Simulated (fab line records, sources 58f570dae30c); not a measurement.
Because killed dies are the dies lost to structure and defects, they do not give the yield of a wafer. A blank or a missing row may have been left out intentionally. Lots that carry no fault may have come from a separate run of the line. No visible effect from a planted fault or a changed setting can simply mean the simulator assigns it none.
8D (eight disciplines) problem report, filled in by code + flow berkeley_cmos170 + the parts of the form that need people (team, actions taken, sign-off) are left out

## 1. WHAT IS WRONG
UCB170_V1_STRIP_15, strip_time_to_endpoint_s: mean 16.04 s over 1 wafer from 1 lot; wafers with no fault: 15.28 s, standard deviation 0.16. Measured from the usual mean, that is +4.7 standard deviations.
The step: strips in O2.
First observed at day 10 10:37: wafer L936.5, on plasma_asher-03. At this step, 39 wafers from 13 lots have a number in the record. By rule, "out" or "out of limits" means more than 4 standard deviations away from the usual mean. The rest of the wafers with a number are treated as sound.

## 2. WHAT IT IS, AND WHAT IT ISN'T
| question                    | is                       | is not                                                                                             |
|-----------------------------|--------------------------|----------------------------------------------------------------------------------------------------|
| which readings at this step | strip_time_to_endpoint_s | drypump_motor_current_A, oes_product_au                                                            |
| which lots                  | L936                     | L923, L925, L926, L928, L929, L931, L939, L940, L941, L943, L944, L946                             |
| which wafers of those lots  | L936.5                   | L936.3, L936.6                                                                                     |
| read on which tools         | plasma_asher-03          | plasma_asher-02, plasma_asher-04                                                                   |
| when                        | from day 10 10:37        | up to then (20 sound wafers); but 18 sound wafers of L939, L940, L941, L943, L944, L946 came after |

## 3. THE SUSPECTS, EACH WITH WHAT RULES IT OUT
Counting: a tool at a process step up to the reading stays a suspect if it ran every lot that is out. Sound lots after the first of them don't rule it out here, since some wafers of a struck lot are sound.
- rie_diel-04 at UCB170_V1_ETCH_14 (etches SiO2 in CHF3/CF4/Ar, stops on Al, target depth 1250 nm, time 291 s): kept. The lot that is out, L936, ran on it at day 10 10:23; the last sound lot it ran before that was L931, at day 9 03:38.
- plasma_asher-03 at UCB170_V1_STRIP_15 (strips in O2): kept. It ran the lot that is out, L936 (day 10 10:37). Its own strip_time_to_endpoint_s readings are out on those wafers.
- Within rie_diel-04 at UCB170_V1_ETCH_14: the wafers that are out ran in chamber 0; their sound lot-mates ran in chamber 3.
The count leaves plasma_asher-03 at UCB170_V1_STRIP_15 and rie_diel-04 at UCB170_V1_ETCH_14.

## 4. THE CAUSE (what the simulator had put in)
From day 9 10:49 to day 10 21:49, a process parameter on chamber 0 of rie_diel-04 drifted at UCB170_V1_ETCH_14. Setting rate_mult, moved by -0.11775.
Of the 2 suspects that counting leaves, this tool is one.

## 5. THE EFFECT CHAIN, in route order
One row per reading whose mean, taken over the struck wafers that have a number, lies over 3 standard deviations from the usual. Only readings whose record carries a usual standard deviation are examined. hours: median over the lots of the time between each lot's start at the first step of this table that gives one and its start at this step. sigmas: the change, counted in usual standard deviations.
| hours | step               | reading                  | usual   | on struck wafers | change | sigmas |
|-------|--------------------|--------------------------|---------|------------------|--------|--------|
| 0     | UCB170_V1_STRIP_15 | strip_time_to_endpoint_s | 15.28 s | 16.04            | +0.76  | +4.7   |
Its process steps:
- UCB170_V1_STRIP_15: strips in O2.

## 6. HOW IT WOULD HAVE BEEN CAUGHT EARLIER
In this record no reading fell out of limits until day 10 10:37, 24 hours after the fault had begun at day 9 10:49.
An alarm limit of 4 standard deviations would not have fired on the tool readings at UCB170_V1_ETCH_14 for which the record gives a usual standard deviation, since none of them was out on any struck wafer.
The start of UCB170_V1_ETCH_14 on rie_diel-04 came by day 10 10:37 for every one of the lots that are out (1). Tool hold at that time: it would have spared none of them.
